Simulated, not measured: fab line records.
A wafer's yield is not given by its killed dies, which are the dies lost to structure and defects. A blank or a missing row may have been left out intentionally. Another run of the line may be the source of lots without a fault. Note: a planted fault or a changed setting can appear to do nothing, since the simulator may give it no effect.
One fault through the eyes of 2 desks	flow berkeley_cmos170	what lay behind the numbers comes last; until then each desk has only its own

== FROM THE METROLOGY DESK ==
Means of the sampled wafers that have a number, per lot and without regard to the tool the lot ran on: this is what the gauges read. The brackets show how far a lot's mean lies from the usual mean; more than 4 standard deviations puts the lot out of limits, marked OUT.
Columns: A = cd_nm at UCB170_V1_CD_MEAS_90, usual 699.6 nm; B = V2_POLISHED_THK at UCB170_V2_THK_MEAS_04, usual 1000.0 nm
lot	first seen here	A	B
L891	day 8 06:59	697.8	1001.2
L892	day 8 21:34	698.2	1001.6
L894	day 9 09:04	700.3	1000.4
L895	day 9 16:05	699.1	998.5
L898	day 10 00:11	698.3	1001.3
L899	day 10 01:53	700.4	998.5
L900	day 10 15:43	697.3	1000.4
L909	day 12 17:35	699.5	1000.2
L908	day 12 19:31	701.9	1000.2
L910	day 13 11:11	697.6	1000.3
L911	day 13 12:40	698.8	999.9
L914	day 14 03:14	698.7	998.7
L913	day 14 04:35	701.4	998.4
This desk's verdict: no lot among the 13 shows anything out of limits.

== AT THE TOOL OWNER'S DESK: rie_diel-04 ==
The tool's own readings at UCB170_V1_ETCH_14 (etches SiO2 in CHF3/CF4/Ar, stops on Al, target depth 1250 nm, time 291 s): means of the sampled wafers that have a number, for each lot that ran on this tool. The brackets show how far a lot's mean lies from the usual mean; more than 4 standard deviations puts the lot out of limits, marked OUT.
Columns: A = drypump_motor_current_A at UCB170_V1_ETCH_14, usual 5.93 A; B = oes_product_au at UCB170_V1_ETCH_14, usual 0.874 a.u.; C = throttle_valve_pct at UCB170_V1_ETCH_14, usual 6.94 %
lot	first seen here	A	B	C
L891	day 8 06:41	6.12	0.869	6.96
L899	day 10 01:31	6.06	0.872	6.91
L908	day 12 19:14	6.11	0.869	6.95
L913	day 14 04:17	6.03	0.873	6.76
This desk's verdict: no lot among the 4 shows anything out of limits.

== TAKEN TOGETHER ==
Metrology desk: nothing out of limits seen.
The desk of the tool owner found nothing out of limits.

== WHAT THE SIMULATOR HAD PUT IN ==
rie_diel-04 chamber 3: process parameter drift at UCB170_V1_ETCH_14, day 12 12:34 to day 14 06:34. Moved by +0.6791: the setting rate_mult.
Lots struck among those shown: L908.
